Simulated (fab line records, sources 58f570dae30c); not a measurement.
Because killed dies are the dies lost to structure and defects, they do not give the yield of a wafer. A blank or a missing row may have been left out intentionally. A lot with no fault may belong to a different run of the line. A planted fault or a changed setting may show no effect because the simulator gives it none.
Matching of chambers | flow berkeleyCmos170 | 4 sister chambers for UCB170_V2_CMP_02 on cmp-02
The step polishes SiO2. 4 wafers are shown with their chamber, then 10 later ones without.

WAFERS PAIRED WITH THEIR CHAMBERS
wafer  | chamber | motorCurrentA (A)
L518.1 | 3       | 15.5
L518.5 | 1       | 15.6
L520.1 | 0       | 16.1
L520.2 | 2       | 18.0

WAFERS WITH NO CHAMBER GIVEN
wafer  | motorCurrentA (A)
L520.6 | 16.0
L522.2 | 15.4
L522.4 | 18.5
L522.5 | 15.9
L530.3 | 15.5
L530.5 | 15.7
L530.6 | 14.9
L531.2 | 19.9
L531.3 | 14.8
L531.6 | 15.9

CHAMBER TAKEN BY EACH
wafer  | from the rows above          | in truth
L520.6 | can't be placed: 0 or 1 or 3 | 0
L522.2 | can't be placed: 3 or 1 or 0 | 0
L522.4 | 2                            | 2
L522.5 | can't be placed: 0 or 1 or 3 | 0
L530.3 | can't be placed: 3 or 1 or 0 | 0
L530.5 | can't be placed: 1 or 3 or 0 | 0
L530.6 | can't be placed: 3 or 1 or 0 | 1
L531.2 | 2                            | 2
L531.3 | can't be placed: 3 or 1 or 0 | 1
L531.6 | can't be placed: 0 or 1 or 3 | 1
Correct placement for 2 of the 10. Not placeable from these rows: 8 (in 8, the candidates include the true chamber). 0 placed wrongly.
How it was worked out, from the rows above alone: a wafer's distance from a chamber is the root of the sum, over the readings, of the square of ((its reading less the chamber's mean) divided by the reading's scatter). The wafer belongs to the nearest chamber; if the next one is less than 2 further off, it can't be placed. For every chamber, the mean is computed from those of its wafers that are shown. The scatter: root of mean squared gap, hidden wafer to nearest shown wafer, with one shown wafer a chamber.
